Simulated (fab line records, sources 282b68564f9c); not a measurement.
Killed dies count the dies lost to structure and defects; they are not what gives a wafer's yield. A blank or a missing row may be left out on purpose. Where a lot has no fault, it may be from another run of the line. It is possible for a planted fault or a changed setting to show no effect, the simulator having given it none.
fab line records ; flow rit_cmos
[record] lots = 6; wafers = 18; last_day = 7
route steps=202 shown GATE@96 REOX@98 NLDD@103 M1@202
lots that met no fault: taken from a fault-free run of the same line
start_h: the number of hours between the record's first day and the start of the first shown wafer of the lot ; wait_h: hours elapsed since this lot's preceding step ; " same as the row above ; L1.1+2: a row that stands for several wafers ; - value missing, or start not given ; * or withheld: withheld ; < > ~ a bound
route shown NAME@n: a module of which the file shows steps, and the number in the route of the first ; usual: mean/standard deviation taken from wafers without a fault ; same: alike in all rows ; chamber/n: place in a boat ; sites: per-site readings ; _std_site: the values' standard deviation ; _edge_site: mean of outer sites minus mean of inner sites ; radius_mm: for every site, how far away it sits from the centre of the wafer ; mask NAME#n: copy n ; behind: the most recent tool/chamber to have shaped the wafer ; hold: cause of the lot's hold/its duration in hours/its outcome ; device: names the non-switching transistor (n, p or np) ; end of line: tests run on the same wafers once the route is complete ; a step given without rows: its recipe and nothing more ; killed: not the wafer's yield, but the dies lost to structure and defects at the first sort ; map: per-die view of a wafer (x killed, . not killed, _ where there is no die)
set.NAME: setting as actually run; set.NAME@STEP: the setting as run at that earlier step ; model.NAME: the simulator's own value behind a step, which no gauge read
lots seen at some steps along the route; tables by step, rows by wafer
services: when a tool's chamber went out of use (start_h, in hours from the record's first day, below 0 if earlier), for how many hours, and the reason
[[steps]]
[step RIT_GATE_STRIP_20]
[recipe] chemistry = O2; time_s = 180; resist = NOVOLAK; platen_temp_c = withheld; power_w = 500; pressure_mtorr = 4000; o2_flow_sccm = 4000
[usual] drypump_motor_current_A = 5.6/0.48; o2_flow_sccm = 3999/12
lot.wafer;tool;chamber;start_h;wait_h;drypump_motor_current_A;o2_flow_sccm;rf_hours_counter_h
L894.3;plasma_asher-03;1;52.21;0.1;5.2;3995;-
L894.4;plasma_asher-03;0;52.21;0.1;6.4;4022;-
L894.5;plasma_asher-03;0;52.21;0.1;6.4;4009;-
L895.1;plasma_asher-01;1;57.47;0.1;6.0;3993;41
L895.4;plasma_asher-01;1;57.47;0.1;6.0;3994;-
L895.5;plasma_asher-01;1;57.47;0.1;6.0;3998;-
L897.1;plasma_asher-04;1;66.78;0.1;4.9;4009;44
L897.4;plasma_asher-04;1;66.78;0.1;4.9;3997;-
L897.6;plasma_asher-04;0;66.78;0.1;5.5;3985;-
L907.1;plasma_asher-03;0;117.16;0.1;6.3;3991;31
L907.2;plasma_asher-03;1;117.16;0.1;5.2;4006;31
L907.3;plasma_asher-03;1;117.16;0.1;5.2;4000;-
L909.1;plasma_asher-04;0;133.29;0.1;5.5;4006;52
L909.3;plasma_asher-04;0;133.29;0.1;5.4;4009;-
L909.5;plasma_asher-04;0;133.29;0.1;5.5;4004;-
L910.1;plasma_asher-03;1;134.89;0.1;5.2;3986;33
L910.2;plasma_asher-03;0;134.89;0.1;6.4;3996;33
L910.4;plasma_asher-03;1;134.89;0.1;5.2;3982;-
[step RIT_GATE_CD_MEAS_90]
[recipe] target_cd_nm = 150
[usual] cd_nm = 149.6/1.8
lot.wafer;tool;chamber;start_h;wait_h;cd_nm
L894.3;cd_sem-02;-;52.37;0.1;149.0
L894.4;cd_sem-02;-;52.37;0.1;151.1
L894.5;cd_sem-02;-;52.37;0.1;152.3
L895.1;cd_sem-01;-;57.65;0.1;147.7
L895.4;cd_sem-01;-;57.65;0.1;148.7
L895.5;cd_sem-01;-;57.65;0.1;150.6
L897.1;cd_sem-02;-;66.95;0.1;150.5
L897.4;cd_sem-02;-;66.95;0.1;151.2
L897.6;cd_sem-02;-;66.95;0.1;149.7
L907.1;cd_sem-01;-;117.33;0.1;148.7
L907.2;cd_sem-01;-;117.33;0.1;149.7
L907.3;cd_sem-01;-;117.33;0.1;149.0
L909.1;cd_sem-01;-;133.47;0.1;152.0
L909.3;cd_sem-01;-;133.47;0.1;151.3
L909.5;cd_sem-01;-;133.47;0.1;152.8
L910.1;cd_sem-01;-;135.07;0.1;154.1
L910.2;cd_sem-01;-;135.07;0.1;149.9
L910.4;cd_sem-01;-;135.07;0.1;153.3
[step RIT_REOX_CLEAN_00]
[recipe] chemistry = SC1; mix = 3:3:50; time_s = 600; temp_c = 73.77
[step RIT_REOX_CLEAN_01]
[recipe] chemistry = dHF; dilution = 50:1; time_s = 30
[step RIT_REOX_CLEAN_02]
[recipe] chemistry = SC2; mix = 3:3:50; time_s = 600; temp_c = 75; dry = n2_spin
[step RIT_REOX_OXIDATION_03]
[recipe] temp_c = 900; ambient = O2; target_thk_a = 252; ox_time_s = 5580
[step RIT_REOX_THK_MEAS_04]
[recipe] reads = SiO2_of_REOX_OXIDATION_03
[usual] REOX_OXIDE_THK = 25.4/0.54
lot.wafer;tool;chamber;start_h;wait_h;REOX_OXIDE_THK[nm]
L894.3;film_metro-02;-;55.38;0.0;25.3
L894.4;film_metro-02;-;55.38;0.0;25.0
L894.5;film_metro-02;-;55.38;0.0;25.1
L895.1;film_metro-02;-;60.69;0.0;25.1
L895.4;film_metro-02;-;60.69;0.0;25.0
L895.5;film_metro-02;-;60.69;0.0;24.7
L897.1;film_metro-01;-;70.06;0.0;26.2
L897.4;film_metro-01;-;70.06;0.0;26.1
L897.6;film_metro-01;-;70.06;0.0;26.4
L907.1;film_metro-01;-;120.37;0.0;25.6
L907.2;film_metro-01;-;120.37;0.0;25.0
L907.3;film_metro-01;-;120.37;0.0;25.2
L909.1;film_metro-01;-;136.52;0.0;25.4
L909.3;film_metro-01;-;136.52;0.0;25.5
L909.5;film_metro-01;-;136.52;0.0;26.0
L910.1;film_metro-04;-;139.07;0.0;25.5
L910.2;film_metro-04;-;139.07;0.0;25.5
L910.4;film_metro-04;-;139.07;0.0;25.7
[step RIT_NLDD_HMDS_00]
[recipe] prime_time_s = 60; prime_temp_c = 140
[step RIT_NLDD_COAT_01]
[recipe] resist = NOVOLAK; spin_rpm = 3250; resist_thk_nm = 1000
[step RIT_NLDD_SOFTBAKE_02]
[recipe] resist = NOVOLAK; temp_c = 90; time_s = 60
[step RIT_NLDD_EXPOSE_03]
[recipe] mask_id = M7; na = 0.57; target_cd_nm = 40700; dose_mj = 250
[step RIT_NLDD_PEB_04]
[recipe] resist = NOVOLAK; temp_c = withheld; time_s = withheld
[step RIT_NLDD_DEVELOP_05]
[recipe] resist = NOVOLAK; develop_time_s = 50; dev_temp_c = 23
lot.wafer;tool;chamber;start_h;wait_h
L894.3+4+5;litho_track-02;0;56;-
L895.1+4+5;litho_track-01;0;61;-
L897.1+4+6;litho_track-03;0;71;-
L907.1+2+3;litho_track-03;0;121;-
L909.1+3+5;litho_track-03;0;137;-
L910.1+2+4;litho_track-02;0;139;-
[step RIT_NLDD_OVL_MEAS_06]
[usual] NLDD_OVL = 1.6/1.4
lot.wafer;tool;chamber;start_h;wait_h;NLDD_OVL[nm]
L894.3;overlay-02;-;56.29;-;2.5
L894.4;overlay-02;-;56.29;-;2.2
L894.5;overlay-02;-;56.29;-;1.0
L895.1;overlay-01;-;61.76;-;1.5
L895.4;overlay-01;-;61.76;-;0.2
L895.5;overlay-01;-;61.76;-;1.7
L897.1;overlay-01;-;71.15;-;1.9
L897.4;overlay-01;-;71.15;-;4.0
L897.6;overlay-01;-;71.15;-;4.9
L907.1;overlay-01;-;121.41;-;-0.4
L907.2;overlay-01;-;121.41;-;0.7
L907.3;overlay-01;-;121.41;-;1.6
L909.1;overlay-01;-;137.43;-;2.2
L909.3;overlay-01;-;137.43;-;1.5
L909.5;overlay-01;-;137.43;-;1.3
L910.1;overlay-02;-;139.98;-;2.1
L910.2;overlay-02;-;139.98;-;2.5
L910.4;overlay-02;-;139.98;-;1.2
[step RIT_NLDD_HARDBAKE_07]
[recipe] resist = NOVOLAK; temp_c = 140; time_s = 60
[step RIT_NLDD_IMPLANT_08]
[recipe] species = P; energy_kev = 20; dose_cm2 = 5.08e+14; tilt_deg = 7
[step RIT_NLDD_STRIP_09]
[recipe] chemistry = O2; time_s = 180; resist = NOVOLAK; platen_temp_c = withheld; power_w = 500; pressure_mtorr = 4000; o2_flow_sccm = 4000
[usual] drypump_motor_current_A = 5.6/0.45; o2_flow_sccm = 3998/13
lot.wafer;tool;chamber;start_h;wait_h;drypump_motor_current_A;o2_flow_sccm;rf_hours_counter_h
L894.3;plasma_asher-03;0;56.67;0.1;6.4;3996;-
L894.4;plasma_asher-03;1;56.67;0.1;5.1;3999;-
L894.5;plasma_asher-03;0;56.67;0.1;6.3;4012;-
L895.1;plasma_asher-03;0;62.10;0.1;6.3;3984;26
L895.4;plasma_asher-03;1;62.10;0.1;5.2;3984;-
L895.5;plasma_asher-03;1;62.10;0.1;5.2;3976;-
L897.1;plasma_asher-04;1;71.49;0.1;4.9;4014;45
L897.4;plasma_asher-04;1;71.49;0.1;4.9;4007;-
L897.6;plasma_asher-04;0;71.49;0.1;5.5;4010;-
L907.1;plasma_asher-02;0;121.74;0.1;5.8;4014;47
L907.2;plasma_asher-02;1;121.74;0.1;5.8;3995;47
L907.3;plasma_asher-02;1;121.74;0.1;5.8;3993;-
L909.1;plasma_asher-02;0;137.77;0.1;5.8;3986;49
L909.3;plasma_asher-02;0;137.77;0.1;5.8;3993;-
L909.5;plasma_asher-02;0;137.77;0.1;5.8;3994;-
L910.1;plasma_asher-04;0;140.32;0.1;5.5;4002;53
L910.2;plasma_asher-04;1;140.32;0.1;4.9;4001;53
L910.4;plasma_asher-04;0;140.32;0.1;5.5;4025;-
[step RIT_NLDD_TW_MEAS_10]
[usual] NLDD_TW = 2490/22
lot.wafer;tool;chamber;start_h;wait_h;hold;NLDD_TW
L894.3;film_metro-04;-;56.80;0.1;-;2507
L894.4;film_metro-04;-;56.80;0.1;-;2500
L894.5;film_metro-04;-;56.80;0.1;-;2490
L895.1;film_metro-03;-;62.27;0.1;-;2497
L895.4;film_metro-03;-;62.27;0.1;-;2509
L895.5;film_metro-03;-;62.27;0.1;-;2503
L897.1;film_metro-04;-;71.66;0.1;-;2496
L897.4;film_metro-04;-;71.66;0.1;-;2498
L897.6;film_metro-04;-;71.66;0.1;-;2505
L907.1;film_metro-03;-;121.92;0.1;await_dispo/0.2h/release;30
L907.2;film_metro-03;-;121.92;0.1;await_dispo/0.2h/release;30
L907.3;film_metro-03;-;121.92;0.1;await_dispo/0.2h/release;30
L907.1;film_metro-03;-;122.15;0.2;-;30
L907.2;film_metro-03;-;122.15;0.2;-;30
L907.3;film_metro-03;-;122.15;0.2;-;29
L909.1;film_metro-04;-;137.94;0.1;await_dispo/0.2h/release;30
L909.3;film_metro-04;-;137.94;0.1;await_dispo/0.2h/release;30
L909.5;film_metro-04;-;137.94;0.1;await_dispo/0.2h/release;30
L909.1;film_metro-04;-;138.17;0.2;-;30
L909.3;film_metro-04;-;138.17;0.2;-;30
L909.5;film_metro-04;-;138.17;0.2;-;30
L910.1;film_metro-04;-;140.49;0.1;-;2506
L910.2;film_metro-04;-;140.49;0.1;-;2518
L910.4;film_metro-04;-;140.49;0.1;-;2526
[step RIT_M1_PROBE_99]
[usual] defect_limited_yield = 97.3/1.1; killed_at_contacts = 0.1/0.25; killed_at_front_end = 7.1/2.9; killed_dies = 7.2/2.9; killed_open = 3.6/1.9; killed_short = 3.5/1.9; sort_bin_3_pad_short = 0.1/0.22; sort_bin_5_function = 1.5/0.77; sort_bin_6_memory = 1.1/0.67; sort_n_pass = 256.8/2.9; sort_yield_pct = 97.3/1.1
[same] gross_dies = 264; killed_at_M0_to_M3 = 0; killed_at_M4_up = 0; killed_at_back_side = 0; killed_at_other = 0
lot.wafer;tool;chamber;start_h;wait_h;defect_limited_yield[%];killed_at_contacts;killed_at_front_end;killed_dies;killed_open;killed_short;sort_bin_3_pad_short[%];sort_bin_5_function[%];sort_bin_6_memory[%];sort_n_pass;sort_yield_pct[%]
L894.3;prober-01;-;74.36;0.2;98.5;0;4;4;2;2;0;0.8;0.8;260.0;98.5
L894.4;prober-01;-;74.41;0.2;99.2;0;2;2;2;0;0;0.4;0.4;262.0;99.2
L894.5;prober-01;-;74.46;0.2;97.3;0;7;7;2;5;0;1.9;0.8;257.0;97.3
L895.1;prober-02;-;78.46;0.1;98.1;0;5;5;2;3;0;1.5;0.4;259.0;98.1
L895.4;prober-02;-;78.61;0.2;95.1;0;13;13;7;6;0.8;3.0;1.1;251.0;95.1
L895.5;prober-02;-;78.66;0.2;97.7;0;6;6;2;4;0;0.8;1.5;258.0;97.7
L897.1;prober-02;-;86.96;0.1;97.3;0;7;7;4;3;0;1.9;0.8;257.0;97.3
L897.4;prober-02;-;87.11;0.2;95.5;0;12;12;4;8;0;2.3;2.3;252.0;95.5
L897.6;prober-02;-;87.21;0.2;97.7;1;5;6;3;3;0;0.8;1.5;258.0;97.7
L910.1;prober-02;-;156.57;0.1;97.7;0;6;6;4;2;0.4;0.8;1.1;258.0;97.7
L910.2;prober-02;-;156.62;0.1;95.5;1;11;12;7;5;0;3.0;1.5;252.0;95.5
L910.4;prober-02;-;156.72;0.2;97.0;0;8;8;5;3;0;1.9;1.1;256.0;97.0
// killed by level:class
L894.3 REOX:geometric_particle:open=2 SPACER:geometric_particle:short=1 SILICIDE:geometric_particle:short=1
L894.4 GATE:geometric_particle:open=1 REOX:geometric_particle:open=1
L894.5 GATE:geometric_particle:short=3 REOX:geometric_particle:open=1 GATE:geometric_particle:open=1 REOX:geometric_particle:short=1 SILICIDE:geometric_particle:short=1
L895.1 FOX1:geometric_particle:open=1 FOX1:geometric_particle:short=1 GATE:geometric_particle:short=1 REOX:geometric_particle:open=1 REOX:geometric_particle:short=1
L895.4 REOX:geometric_particle:short=3 GATE:geometric_particle:short=2 GATE:geometric_particle:open=2 SILICIDE:geometric_particle:open=2 ACTIVE:geometric_particle:open=1 FOX1:geometric_particle:open=1 FOX1:geometric_particle:short=1 REOX:geometric_particle:open=1
L895.5 GATE:geometric_particle:open=2 GATE:geometric_particle:short=2 REOX:geometric_particle:short=2
L897.1 FOX2:geometric_particle:open=3 GATE:geometric_particle:short=2 SILICIDE:geometric_particle:short=1 GATE:geometric_particle:open=1
L897.4 GATE:geometric_particle:short=4 FOX2:geometric_particle:short=3 SILICIDE:geometric_particle:open=3 GATE:geometric_particle:open=1 SILICIDE:geometric_particle:short=1
L897.6 FOX2:geometric_particle:open=2 FOX2:geometric_particle:short=1 GATE:geometric_particle:short=1 SPACER:geometric_particle:open=1 CONTACT:geometric_particle:short=1
L910.1 GATE:geometric_particle:open=4 REOX:geometric_particle:short=1 SPACER:geometric_particle:short=1
L910.2 FOX1:geometric_particle:open=2 GATE:geometric_particle:short=2 GATE:geometric_particle:open=2 FOX2:geometric_particle:open=1 REOX:geometric_particle:open=1 REOX:geometric_particle:short=1 SPACER:geometric_particle:open=1 SPACER:geometric_particle:short=1
L910.4 GATE:geometric_particle:open=4 FOX1:geometric_particle:open=1 FOX1:geometric_particle:short=1 SPACER:geometric_particle:short=1 SILICIDE:geometric_particle:short=1
[[services]]
tool;chamber;start_h;hours;kind
plasma_asher-01;-;34.24;5.5;repair
plasma_asher-04;-;52.02;1.9;repair
plasma_asher-01;-;108.75;9.0;pm
plasma_asher-01;0;108.75;9.0;vent_cycle
plasma_asher-01;1;108.75;9.0;vent_cycle
plasma_asher-02;-;109.32;2.8;pm
plasma_asher-01;0;117.75;-;clean
plasma_asher-01;1;117.75;-;clean
[[key]]
[first_sign] step = RIT_NLDD_TW_MEAS_10; reading = visit; direction = added
[effect] step = RIT_NLDD_TW_MEAS_10; reading = NLDD_TW; direction = down; sigmas = 99+; usual = 2490; struck = 30
met_at RIT_NLDD_DEVELOP_05
struck_wafers L907.1,L907.2,L907.3,L909.1,L909.3,L909.5
scrapped_behind RIT_NLDD_TW_MEAS_10 L907.1,L907.2,L907.3,L909.1,L909.3,L909.5
onset_between 71 121
also_fits RIT_NLDD_STRIP_09:plasma_asher-02
[fault] kind = process_parameter_drift; tool = litho_track-03; chamber = -; onset_h = 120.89; steps = RIT_NLDD_DEVELOP_05; channel = develop_time_s; offset = *; shape = step; end_h = 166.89; acts_in = *; stated = *
